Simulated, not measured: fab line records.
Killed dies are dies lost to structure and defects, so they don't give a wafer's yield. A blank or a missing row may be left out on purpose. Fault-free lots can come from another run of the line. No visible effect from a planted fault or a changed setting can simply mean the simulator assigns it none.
A lot that was struck, set against a sound lot + flow rit cmos + 15 out of 202 route steps
Sound: the wafers L827.3, L827.4, L827.6. Wafers L835.1, L835.4, L835.5 were the ones struck. The cause is given at the end.
At each step with rows: each side's tool, then ch and its chambers, then its first start. Under that, the readings that differ: sound wafers + struck wafers + difference of the means + sigmas: that difference in standard deviations of wafers without a fault.
alike: same words and numbers on both sides, and readings whose means sit less than 2 such deviations apart. not compared: any withheld reading, any reading some wafer has no value for, any bound like >300 that may hide the same value, and any number with overlapping values for which the record gives no deviation.
A row with sigmas, a row that says differs or no value, or rows on one side alone: a step with any of these is where the two part. Numbers that don't overlap but have no deviation are shown without sigmas and don't part them. A reading that every wafer of one side lacks parts them only if that side has two wafers or more.

first, 2 steps without rows for these wafers: RIT_GATE_PEB_14; RIT_GATE_DEVELOP_15 (develop time 48.27 s).
RIT_GATE_CD_MEAS_16: target cd 150 nm.
  struck on cd sem-02, day 5 06:17; sound on cd sem-01, day 3 14:30
  alike: cd nm
RIT_GATE_OVL_MEAS_17:
  struck on overlay-01, day 5 06:25; sound on overlay-02, day 3 14:35
  alike: GATE_OVL
then, 1 step without rows for these wafers: RIT_GATE_HARDBAKE_18 (time 60 s).
RIT_GATE_ETCH_19: etches poly-Si in SF6/CHF3/O2, stops on SiO2, time 165 s, target depth 312.5 nm.
  sound on rie si-01 ch 0,1,2, day 3 14:46; struck on rie si-01 ch 1,2, day 5 06:36
  alike: drypump motor current A, oes product au, throttle valve pct
  not compared: rf hours counter h
RIT_GATE_STRIP_20: strips in O2, time 180 s.
  sound on plasma asher-01 ch 0,1, day 3 14:56; struck on plasma asher-04 ch 0,1, day 5 06:42
  alike: drypump motor current A
  not compared: rf hours counter h
RIT_GATE_CD_MEAS_90: target cd 150 nm.
  struck on cd sem-02, day 5 06:53; sound on cd sem-02, day 3 15:05
  alike: cd nm
then, 4 steps without rows for these wafers: RIT_REOX_CLEAN_00 (cleans in SC1, time 600 s); RIT_REOX_CLEAN_01 (cleans in dHF, time 30 s); RIT_REOX_CLEAN_02 (cleans in SC2, time 600 s); RIT_REOX_OXIDATION_03 (target thk 25.2 nm, ox time 5580 s).
RIT_REOX_THK_MEAS_04:
  struck on film metro-04, day 5 10:03; sound on film metro-04, day 3 18:43
| reading             | sound          | struck         | difference | sigmas |
|---------------------|----------------|----------------|------------|--------|
| REOX_OXIDE_THK (nm) | 25.1 25.4 25.4 | 27.8 27.6 27.3 | +2.3       | +5     |
then, 1 step without rows for these wafers: RIT_NLDD_HMDS_00 (prime time 60 s).
RIT_M1_PROBE_99:
  struck on prober-02, day 6 03:28; sound on prober-02, day 4 10:56
  alike: killed at front end, killed dies, killed open, killed short

WHERE THEY PART
Only at RIT_REOX_THK_MEAS_04, as far as this record shows. Later steps at which nothing parts them and some readings are alike: RIT_M1_PROBE_99.

WHY: whatever the simulator had introduced
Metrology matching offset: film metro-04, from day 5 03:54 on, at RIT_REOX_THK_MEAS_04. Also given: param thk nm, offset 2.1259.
